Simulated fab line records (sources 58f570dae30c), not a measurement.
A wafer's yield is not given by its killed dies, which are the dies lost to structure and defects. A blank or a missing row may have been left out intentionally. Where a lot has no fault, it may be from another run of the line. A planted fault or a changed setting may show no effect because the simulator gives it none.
Which tool did it? | flow berkeley cmos170 | 7 lots with 21 wafers sampled at 4 steps, on a route of 331 steps

## WHAT EACH GAUGE READ, for each wafer
UCB170_V1_THK_MEAS_01.
lot  | measured     | on            | V1_TEOS_THK (nm)
L290 | day 8 22:35  | film metro-01 | 1961 1989 2008
L294 | day 8 23:55  | film metro-03 | 1991 1981 2021
L295 | day 9 22:31  | film metro-01 | 2178 2224 2224
L303 | day 11 03:32 | film metro-03 | 2003 1989 2057
L309 | day 12 05:36 | film metro-04 | 1995 1987 2005
L307 | day 12 06:58 | film metro-04 | 2026 2008 2028
L312 | day 13 00:10 | film metro-01 | 1960 1988 1982

## EACH LOT AND THE TOOL THAT RAN IT (in order: tool; ch and the chambers of the sampled wafers; start)
lot  | UCB170_NSD_STRIP_09                  | UCB170_SDANNEAL_RTA_00           | UCB170_V1_CVD_00
L290 | plasma asher-04 ch 0,1, day 8 08:40  | rtp anneal-01 ch 0, day 8 10:49  | pecvd-03 ch 0,1,2, day 8 22:26
L294 | plasma asher-03 ch 0,1, day 8 12:58  | rtp anneal-01 ch 0, day 8 14:07  | pecvd-02 ch 0,1, day 8 23:46
L295 | plasma asher-03 ch 0,1, day 9 06:23  | rtp anneal-01 ch 0, day 9 08:47  | pecvd-04 ch 0,2, day 9 22:17
L303 | plasma asher-04 ch 0,1, day 10 13:48 | rtp anneal-01 ch 0, day 10 15:20 | pecvd-03 ch 1,2, day 11 03:23
L309 | plasma asher-03 ch 0,1, day 11 16:18 | rtp anneal-01 ch 0, day 11 17:37 | pecvd-03 ch 1,2, day 12 05:27
L307 | plasma asher-03 ch 0,1, day 11 16:37 | rtp anneal-01 ch 0, day 11 18:01 | pecvd-02 ch 0,1,2, day 12 06:52
L312 | plasma asher-02 ch 0,1, day 12 09:05 | rtp anneal-01 ch 0, day 12 10:19 | pecvd-04 ch 0,1,2, day 13 00:01
- UCB170_NSD_STRIP_09: strips in O2.
- UCB170_SDANNEAL_RTA_00: time 10 s.
- UCB170_V1_CVD_00: deposits SiO2 from TEOS/O2, target thk 2000 nm, time 250 s.

## THE ANSWER, worked out from the rows above alone
Rule: what is usual is taken from the lots themselves. The widest of any qualifying gaps counts: lots, ordered by their means at a reading, are off when they make up no more than a third of the lots, leave a main group of 4 or more, and stand apart from it by 3 or more times the standard deviation of that group's means. The tables above print the reading to a certain number of digits; a main group whose means all agree to those digits is not used. Also off: a lot with no number at a reading for which 4 or more lots have one. Any other lot the step has rows for is counted as sound.
Off: L295, seen at UCB170_V1_THK_MEAS_01 (V1_TEOS_THK). Main group: mean 1999 nm, sd 16.
If a tool, at a process step before that reading, ran all the lots that are off and no sound lot after the first of them, it fits. The gauges at UCB170_V1_THK_MEAS_01 are tried like those tools. Not one of the candidates tried fits.

## WHAT HAD BEEN PUT IN BY THE SIMULATOR
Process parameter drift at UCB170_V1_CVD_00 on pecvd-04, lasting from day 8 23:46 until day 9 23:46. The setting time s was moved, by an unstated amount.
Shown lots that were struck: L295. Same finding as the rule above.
